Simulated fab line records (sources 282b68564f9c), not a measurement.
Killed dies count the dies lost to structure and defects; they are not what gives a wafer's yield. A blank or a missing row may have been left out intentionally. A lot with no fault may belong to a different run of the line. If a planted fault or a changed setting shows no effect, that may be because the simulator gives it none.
Lot-split experiment ; flow rit_cmos ; 23 wafers read across 5 lots, on a route 202 steps long

## THE SPLIT ITSELF
At RIT_GATE_SOFTBAKE_12 (time 60 s), the setting temp_c was moved away from the recipe's 90 C on 10 of the 23 wafers read, by -4.2% to +3.9%. For the rest of the wafers, this setting stayed at what the recipe calls for.

## FROM THE SPLIT TO THE READING: what the file shows between them, 2 steps
- RIT_GATE_EXPOSE_13: exposes mask M6, target cd 150 nm
- RIT_GATE_PEB_14

## THE READING
NOVOLAK_of_GATE_COAT_11.thk_nm (the simulator's own value, which no gauge read), in nm, at RIT_GATE_DEVELOP_15 (develop time 50 s). No usual value for it is given in the file. The 13 wafers here that ran the recipe average 841.3 nm, standard deviation 1.5 nm.

wafer;tool, chamber at the split;temp_c as run, C;against the recipe;NOVOLAK_of_GATE_COAT_11.thk_nm, nm;against lot-mates on the recipe
L075.1;litho_track-01, 0;90;recipe;839.3;-
L075.2;litho_track-01, 0;90;recipe;841.6;-
L075.3;litho_track-01, 0;90;recipe;840.2;-
L075.5;litho_track-01, 0;86.26;-4.2%;850.3;+9.9
L075.6;litho_track-01, 0;86.26;-4.2%;849.8;+9.4
L076.1;litho_track-01, 0;93.5;+3.9%;832.2;-9.8
L076.2;litho_track-01, 0;93.5;+3.9%;831.5;-10.5
L076.3;litho_track-01, 0;93.5;+3.9%;833.1;-8.9
L076.4;litho_track-01, 0;90;recipe;843.1;-
L076.6;litho_track-01, 0;90;recipe;841;-
L077.1;litho_track-04, 0;91.16;+1.3%;837.6;-2.6
L077.2;litho_track-04, 0;91.16;+1.3%;835.4;-4.9
L077.3;litho_track-04, 0;91.16;+1.3%;839.6;-0.6
L077.4;litho_track-04, 0;90;recipe;840.3;-
L077.6;litho_track-04, 0;90;recipe;840.2;-
L078.1;litho_track-01, 0;92.4;+2.7%;836.7;-3.9
L078.2;litho_track-01, 0;92.4;+2.7%;836;-4.6
L078.3;litho_track-01, 0;90;recipe;839.9;-
L078.4;litho_track-01, 0;90;recipe;839.3;-
L078.5;litho_track-01, 0;90;recipe;842.6;-
L080.1;litho_track-01, 0;90;recipe;841.9;-
L080.3;litho_track-01, 0;90;recipe;842.6;-
L080.6;litho_track-01, 0;90;recipe;844.3;-

FIT RESULTS
A straight line over all 23 wafers: NOVOLAK_of_GATE_COAT_11.thk_nm changes by -2.19 nm for each +1% of temp_c; r = -0.95; the points scatter about the line by 1.5 nm.
The same after taking each lot's own level away (the mean of its wafers on the recipe; 23 wafers): -2.31 nm for each +1%; r = -0.97; scatter 1.3 nm.
The reading moves by 9.6 nm for the largest change in temp_c, on that fit.
From 840.25 to 842.93 nm: that is the span of the lots' own levels, equal to 1.8 times the standard deviation above.
Hence the lot-to-lot level has little effect on the slope; both slopes agree.
Check: for one of the wafers moved furthest among these (-4.2%), held out of the fit, the line's prediction against its lot-mates is +9.62 nm. It came out at +9.93 nm against them.

## FURTHER SPLITS ON THESE WAFERS
Note: prior to the reading, these wafers also went through further splits. Each is held against what the fit with the lots' levels taken away leaves over:
other split on the same wafers;wafers away from the commonest value;r with NOVOLAK_of_GATE_COAT_11.thk_nm (lot level and that fit taken away)
RIT_ACTIVE_CVD_03 time_s;18;+0.28
RIT_ACTIVE_HARDBAKE_12 temp_c;10;+0.02
RIT_NWELL_IMPLANT_08 dose_cm2;5;-0.03
RIT_PWELL_IMPLANT_08 energy_kev;9;-0.12
RIT_PRETRO_COAT_01 resist_thk_nm;9;+0.47
RIT_PRETRO_DEVELOP_05 develop_time_s;8;+0.24
RIT_GATE_OXIDATION_05 temp_c;5;+0.25

## FILE'S OWN FIT
NOVOLAK_of_GATE_COAT_11.thk_nm changes by -2.26 nm for each +1% of temp_c, r = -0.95.
